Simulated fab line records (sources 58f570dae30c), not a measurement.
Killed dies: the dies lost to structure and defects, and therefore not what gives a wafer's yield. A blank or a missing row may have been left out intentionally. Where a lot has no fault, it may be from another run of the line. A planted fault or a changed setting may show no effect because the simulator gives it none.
Which tool is to blame? ; flow berkeley-cmos170 ; route of 331 steps, sampled at 1 step: 7 lots, 21 wafers

== WHAT THE GAUGES SHOWED, per wafer ==
UCB170_START_BOW_MEAS_00.
lot;measured;on;INCOMING_BOW (um)
L266;day 1 20:00;film-metro-03;-11 -8 -13
L268;day 2 06:00;film-metro-04;1 8 5
L271;day 2 21:01;film-metro-02;2 -4 -1
L273;day 3 07:01;film-metro-03;5 -9 -1
L277;day 4 03:01;film-metro-02;1 -1 1
L281;day 4 23:00;film-metro-04;-1 -6 -11
L287;day 6 05:01;film-metro-02;-3 7 -12

== WHAT TOOL EACH LOT RAN ON (gives the tool, then ch and the chambers of the sampled wafers, and finally the start) ==
The record holds no process step before these readings.

== THE ANSWER, worked out from the rows above alone ==
Rule: the lots themselves supply what counts as usual. Put in order of their means at a reading, lots are off if they are a third of the lots or fewer, leave a main group of 4 or more, and stand apart from it by a gap of 3 or more times the standard deviation of the main group's means; of several such gaps the widest counts. Not used: any main group whose means are identical at the precision the tables above print for the reading. Also off: a lot with no number at a reading for which 4 or more lots have one. Any other lot the step has rows for is counted as sound.
Across all readings shown, no lot is off: no conclusion can be drawn from this.

== WHAT WAS PUT IN BY THE SIMULATOR ==
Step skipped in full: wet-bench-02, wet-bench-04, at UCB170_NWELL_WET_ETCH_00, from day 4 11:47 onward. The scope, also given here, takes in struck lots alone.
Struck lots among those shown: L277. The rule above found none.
